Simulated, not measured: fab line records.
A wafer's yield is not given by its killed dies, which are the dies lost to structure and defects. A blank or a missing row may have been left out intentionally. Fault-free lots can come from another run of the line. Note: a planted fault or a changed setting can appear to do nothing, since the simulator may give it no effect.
A sampling plan put to the test | flow berkeley cmos170 | one fab line, 17 faults that these records tell of, each judged on the records of the lots that it struck
The plan is the line's own looks: the steps of the route at which a gauge or an inspection reads the wafer and doesn't change it. A look is open to judgement when struck wafers have a number at it and the file gives its usual mean and standard deviation on fault-free wafers. Caught: 4 or more of those standard deviations (sigma) separate the usual mean from the mean of the struck wafers at a look after the fault's first step. On the tool: here the same test is run on the tool's own readings at the fault's steps. It also counts as caught if the struck wafers ran another recipe or if their record alone is blank.

== THE FAULTS, as the simulator had put them in ==
1. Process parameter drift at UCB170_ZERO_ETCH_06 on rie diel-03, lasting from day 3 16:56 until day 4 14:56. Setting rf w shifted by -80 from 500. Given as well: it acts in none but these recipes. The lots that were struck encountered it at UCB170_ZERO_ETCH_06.
2. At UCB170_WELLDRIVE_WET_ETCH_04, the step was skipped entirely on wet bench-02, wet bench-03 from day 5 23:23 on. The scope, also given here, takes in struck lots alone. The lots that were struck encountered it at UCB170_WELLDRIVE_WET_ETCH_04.
3. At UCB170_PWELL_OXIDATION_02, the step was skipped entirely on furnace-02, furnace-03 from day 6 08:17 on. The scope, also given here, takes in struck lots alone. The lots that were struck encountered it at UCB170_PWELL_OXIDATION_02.
4. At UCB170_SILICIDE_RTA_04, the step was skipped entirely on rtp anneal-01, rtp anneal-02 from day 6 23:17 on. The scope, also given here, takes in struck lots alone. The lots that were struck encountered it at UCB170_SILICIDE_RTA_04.
5. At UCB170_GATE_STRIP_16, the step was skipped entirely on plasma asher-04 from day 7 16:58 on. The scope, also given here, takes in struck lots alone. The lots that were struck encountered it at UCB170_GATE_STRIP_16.
6. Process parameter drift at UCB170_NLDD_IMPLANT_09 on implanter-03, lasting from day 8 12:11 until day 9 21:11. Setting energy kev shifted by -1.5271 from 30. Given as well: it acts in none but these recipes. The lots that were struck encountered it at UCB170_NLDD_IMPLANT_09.
7. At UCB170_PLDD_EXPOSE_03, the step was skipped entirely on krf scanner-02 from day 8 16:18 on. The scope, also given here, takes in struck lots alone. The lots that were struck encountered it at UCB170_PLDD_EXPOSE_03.
8. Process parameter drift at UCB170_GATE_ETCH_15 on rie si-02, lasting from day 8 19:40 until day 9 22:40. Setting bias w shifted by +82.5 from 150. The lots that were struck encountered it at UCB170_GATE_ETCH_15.
9. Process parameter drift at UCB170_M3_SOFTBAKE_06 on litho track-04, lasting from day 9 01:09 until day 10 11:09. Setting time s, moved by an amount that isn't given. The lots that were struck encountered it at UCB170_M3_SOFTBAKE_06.
10. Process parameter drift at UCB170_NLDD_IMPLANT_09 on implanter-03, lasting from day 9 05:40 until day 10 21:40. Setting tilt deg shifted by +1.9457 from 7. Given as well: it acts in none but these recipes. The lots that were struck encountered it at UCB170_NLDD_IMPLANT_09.
11. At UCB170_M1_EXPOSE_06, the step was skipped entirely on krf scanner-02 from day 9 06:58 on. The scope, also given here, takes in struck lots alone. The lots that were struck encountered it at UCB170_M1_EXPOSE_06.
12. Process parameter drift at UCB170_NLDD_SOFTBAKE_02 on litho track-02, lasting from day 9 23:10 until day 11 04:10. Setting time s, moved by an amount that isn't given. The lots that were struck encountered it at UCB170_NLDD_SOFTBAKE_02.
13. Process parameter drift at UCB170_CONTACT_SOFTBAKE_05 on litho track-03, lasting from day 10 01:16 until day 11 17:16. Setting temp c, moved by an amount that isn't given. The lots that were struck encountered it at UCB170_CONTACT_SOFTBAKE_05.
14. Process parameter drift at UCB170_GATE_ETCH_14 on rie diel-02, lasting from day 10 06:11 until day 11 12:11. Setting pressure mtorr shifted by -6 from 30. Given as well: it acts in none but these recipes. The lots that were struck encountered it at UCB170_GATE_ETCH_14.
15. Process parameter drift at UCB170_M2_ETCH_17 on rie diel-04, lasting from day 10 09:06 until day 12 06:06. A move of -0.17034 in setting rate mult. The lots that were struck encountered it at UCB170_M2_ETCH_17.
16. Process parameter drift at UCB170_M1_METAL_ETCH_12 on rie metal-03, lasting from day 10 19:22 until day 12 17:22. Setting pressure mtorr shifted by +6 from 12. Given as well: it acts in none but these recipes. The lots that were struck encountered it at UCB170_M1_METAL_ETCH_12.
17. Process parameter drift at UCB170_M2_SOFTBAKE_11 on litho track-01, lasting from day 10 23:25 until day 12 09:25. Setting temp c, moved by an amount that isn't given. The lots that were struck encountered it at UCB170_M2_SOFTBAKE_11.

== WHAT THE PLAN SAW ==
fault | on the tool itself                               | first look that catches it                      | reading, sigma | median hours from its first step to that look | hours from the fault's start to the first struck lot there | judged looks passed uncaught
1     | rf fwd power W -30 sigma                         | none of the 2 looks that can be judged after it | -              | -                                             | -                                                          | 2
2     | the tool's record is blank for the struck wafers | no look after it can be judged                  | -              | -                                             | -                                                          | 0
3     | the tool's record is blank for the struck wafers | no look after it can be judged                  | -              | -                                             | -                                                          | 0
4     | the tool's record is blank for the struck wafers | no look after it can be judged                  | -              | -                                             | -                                                          | 0
5     | the tool's record is blank for the struck wafers | no look after it can be judged                  | -              | -                                             | -                                                          | 0
6     | beam energy keV -99 or beyond sigma              | not the one look that can be judged after it    | -              | -                                             | -                                                          | 1
7     | no reading that can be judged                    | no look after it can be judged                  | -              | -                                             | -                                                          | 0
8     | bias w +99 or beyond sigma                       | no look after it can be judged                  | -              | -                                             | -                                                          | 0
9     | run length s +59 sigma                           | not the one look that can be judged after it    | -              | -                                             | -                                                          | 1
10    | tilt deg +99 or beyond sigma                     | not the one look that can be judged after it    | -              | -                                             | -                                                          | 1
11    | no reading that can be judged                    | no look after it can be judged                  | -              | -                                             | -                                                          | 0
12    | run length s +10 sigma                           | no look after it can be judged                  | -              | -                                             | -                                                          | 0
13    | heater power total W -99 or beyond sigma         | no look after it can be judged                  | -              | -                                             | -                                                          | 0
14    | chamber pressure mTorr -99 or beyond sigma       | no look after it can be judged                  | -              | -                                             | -                                                          | 0
15    | oes product au -4.3 sigma                        | no look after it can be judged                  | -              | -                                             | -                                                          | 0
16    | chamber pressure mTorr +99 or beyond sigma       | no look after it can be judged                  | -              | -                                             | -                                                          | 0
17    | heater power total W +99 or beyond sigma         | UCB170_M2_CD_MEAS_15                            | cd nm -17      | 0.9                                           | 11                                                         | 0
Dash: fault not caught, or number not given in these records.

Caught at a look: 1 of 17. Caught on the tool: 15 of 17. By one or the other: 15 of 17.
On the tool alone, faults 1, 2, 3, 4, 5, 6, 8, 9, 10, 12, 13, 14, 15, 16 were caught.
Caught by neither: faults 7, 11.

== THINNER SAMPLING ==
Were the look that catches a fault to measure just every second or every third lot (counted by lot number), the first struck lot would, at worst, be measured this late:
fault | struck lots at that look, in order of time | every lot | every second lot | every third lot
17    | L643, L644                                 | 11 h      | 17 h             | may miss all 2
The hour figures run from when the fault began to the first measured lot among those it struck. 4 sigma limit: tested on the pooled struck wafers, so a lone lot may be under it. Other struck lots may not be in these records.

== THE LONGEST TIMED WAY FROM STEP TO LOOK ==
Fault 17: a median of 0.9 hours passes between UCB170_M2_SOFTBAKE_11 and UCB170_M2_CD_MEAS_15. No look between them can be judged.
